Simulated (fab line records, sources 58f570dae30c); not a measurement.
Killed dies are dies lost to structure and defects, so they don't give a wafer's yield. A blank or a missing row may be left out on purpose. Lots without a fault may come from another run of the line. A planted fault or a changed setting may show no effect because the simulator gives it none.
Which tool did it? | flow berkeley_cmos170 | 14 lots, 42 wafers sampled, at 3 steps of a route of 331

WHAT THE GAUGES READ, wafer by wafer
UCB170_PFIELD_OVL_MEAS_06. Usual: PFIELD_OVL 0 nm, standard deviation 5.8.
lot  | measured     | on         | PFIELD_OVL (nm) | flag
L426 | day 5 04:01  | overlay-02 | -1 -3 -4        |
L423 | day 5 04:17  | overlay-01 | 3 1 -1          |
L425 | day 5 04:40  | overlay-02 | -12 0 -2        |
L424 | day 5 04:56  | overlay-01 | 4 6 1           |
L428 | day 5 19:23  | overlay-02 | -5 4 0          |
L431 | day 6 18:46  | overlay-01 | - - -           | OFF
L433 | day 7 01:53  | overlay-02 | - - -           | OFF
L436 | day 7 14:36  | overlay-02 | -4 0 2          |
L438 | day 8 10:44  | overlay-02 | -1 4 5          |
L439 | day 8 23:04  | overlay-01 | -11 0 -2        |
L441 | day 9 09:55  | overlay-02 | 1 5 -3          |
L444 | day 9 16:07  | overlay-02 | 8 14 5          |
L446 | day 9 16:35  | overlay-01 | 2 1 8           |
L445 | day 10 00:56 | overlay-01 | 7 7 1           |

UCB170_FIELD_THK_MEAS_91. Usual: FIELD_OXIDE_LEFT_2_THK 355 nm, standard deviation 10.
lot  | measured     | on            | FIELD_OXIDE_LEFT_2_THK (nm) | flag
L426 | day 7 03:54  | film_metro-01 | 357 358 356                 |
L423 | day 7 03:38  | film_metro-02 | 349 347 334                 |
L425 | day 7 03:38  | film_metro-01 | 360 353 360                 |
L424 | day 7 03:38  | film_metro-03 | 358 360 357                 |
L428 | day 7 19:53  | film_metro-03 | 337 338 340                 |
L431 | day 8 13:50  | film_metro-01 | 332 333 335                 |
L433 | day 9 03:33  | film_metro-01 | 359 357 357                 |
L436 | day 9 13:19  | film_metro-02 | 338 344 346                 |
L438 | day 10 09:38 | film_metro-03 | 346 349 349                 |
L439 | day 10 15:52 | film_metro-02 | 366 368 358                 |
L441 | day 11 02:49 | film_metro-03 | 348 340 344                 |
L444 | day 11 15:56 | film_metro-03 | 361 375 369                 |
L446 | day 11 15:56 | film_metro-01 | 348 364 346                 |
L445 | day 11 17:38 | film_metro-02 | 359 355 364                 |

WHICH TOOL RAN EACH LOT (tool, then ch and the chambers of the sampled wafers, then the start)
lot  | UCB170_PFIELD_COAT_01
L426 | litho_track-01 ch 0, day 5 02:59
L423 | litho_track-03 ch 0, day 5 03:13
L425 | litho_track-03 ch 0, day 5 03:40
L424 | litho_track-03 ch 0, day 5 04:07
L428 | litho_track-01 ch 0, day 5 18:41
L431 | litho_track-01, day 6 17:58
L433 | litho_track-03, day 7 01:05
L436 | litho_track-04 ch 0, day 7 13:46
L438 | litho_track-03 ch 0, day 8 09:36
L439 | litho_track-03 ch 0, day 8 22:16
L441 | litho_track-03 ch 0, day 9 09:04
L444 | litho_track-04 ch 0, day 9 15:16
L446 | litho_track-03 ch 0, day 9 15:46
L445 | litho_track-03 ch 0, day 10 00:19
- UCB170_PFIELD_COAT_01: resist thk 900 nm.

WHAT THE TOOLS THEMSELVES READ (means of the sampled wafers that have a number; where no wafer has one, the mark that the record gives instead)
UCB170_PFIELD_COAT_01. Usual: chill_plate_temp_C 23.02 C, standard deviation 0.12; dispense_pressure_kPa 51.6 kPa, standard deviation 0.51.
lot  | tool           | chill_plate_temp_C (C) | dispense_pressure_kPa (kPa) | flag
L426 | litho_track-01 | 23.00                  | 51.9                        |
L423 | litho_track-03 | 22.95                  | 51.0                        |
L425 | litho_track-03 | 23.04                  | 51.0                        |
L424 | litho_track-03 | 23.07                  | 51.0                        |
L428 | litho_track-01 | 22.91                  | 51.9                        |
L431 | litho_track-01 | -                      | -                           | OFF
L433 | litho_track-03 | -                      | -                           | OFF
L436 | litho_track-04 | 22.93                  | 52.2                        |
L438 | litho_track-03 | 23.13                  | 51.1                        |
L439 | litho_track-03 | 22.97                  | 51.1                        |
L441 | litho_track-03 | 22.90                  | 51.1                        |
L444 | litho_track-04 | 23.07                  | 52.3                        |
L446 | litho_track-03 | 23.04                  | 51.1                        |
L445 | litho_track-03 | 23.19                  | 51.1                        |

THE ANSWER, worked out from the rows above alone
Rule: a lot is off if the mean of its wafers that have a number lies more than 3 standard deviations from the usual mean. A lot without any number at a reading at which 4 lots or more have one is off too. The other lots that the step has rows for count as sound. The gauges are gone through in route order, then the tools' own readings, and for those a lot's mean is taken as printed above. The first step at which some lot is off is used, and at that step the reading that is off furthest; a lot without a number counts as furthest.
Off: L431, L433, at UCB170_PFIELD_OVL_MEAS_06 (PFIELD_OVL). Without a number there: L431, L433.
A tool fits if, at a process step before that reading, it ran every lot that is off, and no sound lot after the first of them. The gauges at UCB170_PFIELD_OVL_MEAS_06 aren't tried: what is off there is off at UCB170_PFIELD_COAT_01 too, on other tools, and a gauge's error can't cause that. None of those tried fits.

WHAT THE SIMULATOR HAD PUT IN
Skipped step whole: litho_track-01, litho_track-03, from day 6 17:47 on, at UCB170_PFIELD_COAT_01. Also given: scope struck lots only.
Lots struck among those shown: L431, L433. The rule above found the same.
